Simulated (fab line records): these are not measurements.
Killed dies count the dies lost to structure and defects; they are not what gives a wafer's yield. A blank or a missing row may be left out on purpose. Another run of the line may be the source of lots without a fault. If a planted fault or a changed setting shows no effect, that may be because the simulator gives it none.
A struck lot beside a sound one / flow ritCmos / 14 out of 202 route steps
Sound: the wafers L735.2, L735.5, L735.6. Struck: wafers L742.2, L742.4, L742.5. The cause is named last.
For every step that has rows: the tool of each side, followed by ch and its chambers, followed by its first start. Under that, the readings that differ: sound wafers / struck wafers / difference of the means / sigmas: that difference in standard deviations of wafers without a fault.
alike: words and numbers the same on both sides, and readings whose means are apart by under 2 such deviations; not compared: readings that were withheld, readings missing a value for some wafer, numbers with overlapping values and no deviation given by the record, and bounds like >300 which may hide the same value.
A row with sigmas, a row that says differs or no value, or rows on one side alone: a step with any of these is where the two part. Numbers that don't overlap but have no deviation are shown without sigmas and don't part them. A reading that every wafer of one side lacks parts them only if that side has two wafers or more.

first, 3 steps without rows for these wafers: RIT_NWELL_EXPOSE_03 (exposes mask M2, target cd 43900 nm); RIT_NWELL_PEB_04; RIT_NWELL_DEVELOP_05 (develop time 68 s).
RIT_NWELL_OVL_MEAS_06:
  sound on overlay-02 at day 2 12:22; struck on overlay-01 at day 3 23:07
  alike: NWELL_OVL
then, 2 steps without rows for these wafers: RIT_NWELL_HARDBAKE_07 (time 120 s); RIT_NWELL_IMPLANT_08.
RIT_NWELL_STRIP_09: strips in O2, time 180 s.
  sound on plasmaAsher-04 ch 0,1, day 2 12:47; struck on plasmaAsher-03 ch 0,1, day 3 23:33
reading=o2FlowSccm (sccm); sound=3990 3985 3990; struck=4023 4013 4004; difference=+25; sigmas=+2
  alike: chamberPressureMTorr, drypumpMotorCurrentA
  not compared: rfHoursCounterH
RIT_NWELL_TW_MEAS_10:
  sound on filmMetro-02 at day 2 12:59; struck on filmMetro-01 at day 3 23:44
reading=NWELL_TW; sound=2206 2200 2199; struck=2118 2128 2126; difference=-78; sigmas=-3
then, 4 steps without rows for these wafers: RIT_PWELL_HMDS_00 (prime time 60 s); RIT_PWELL_COAT_01 (resist thk 1300 nm); RIT_PWELL_SOFTBAKE_02 (time 60 s); RIT_PWELL_EXPOSE_03 (exposes mask M3, target cd 43700 nm).
RIT_PWELL_PEB_04:
  struck on lithoTrack-01, day 4 00:23; sound on lithoTrack-02 ch 0, day 2 13:44
reading=exhaustPa (Pa); sound=43.9 45.9 45.9; struck=- - -; difference=no value on the struck wafers; sigmas=
  not compared: chillPlateTempC
then, 1 step without rows for these wafers: RIT_PWELL_DEVELOP_05 (develop time 65.95 s).

WHERE THEY PART
At RIT_NWELL_STRIP_09 first; at RIT_PWELL_PEB_04 last (within this record only).

WHY: what the simulator had put in
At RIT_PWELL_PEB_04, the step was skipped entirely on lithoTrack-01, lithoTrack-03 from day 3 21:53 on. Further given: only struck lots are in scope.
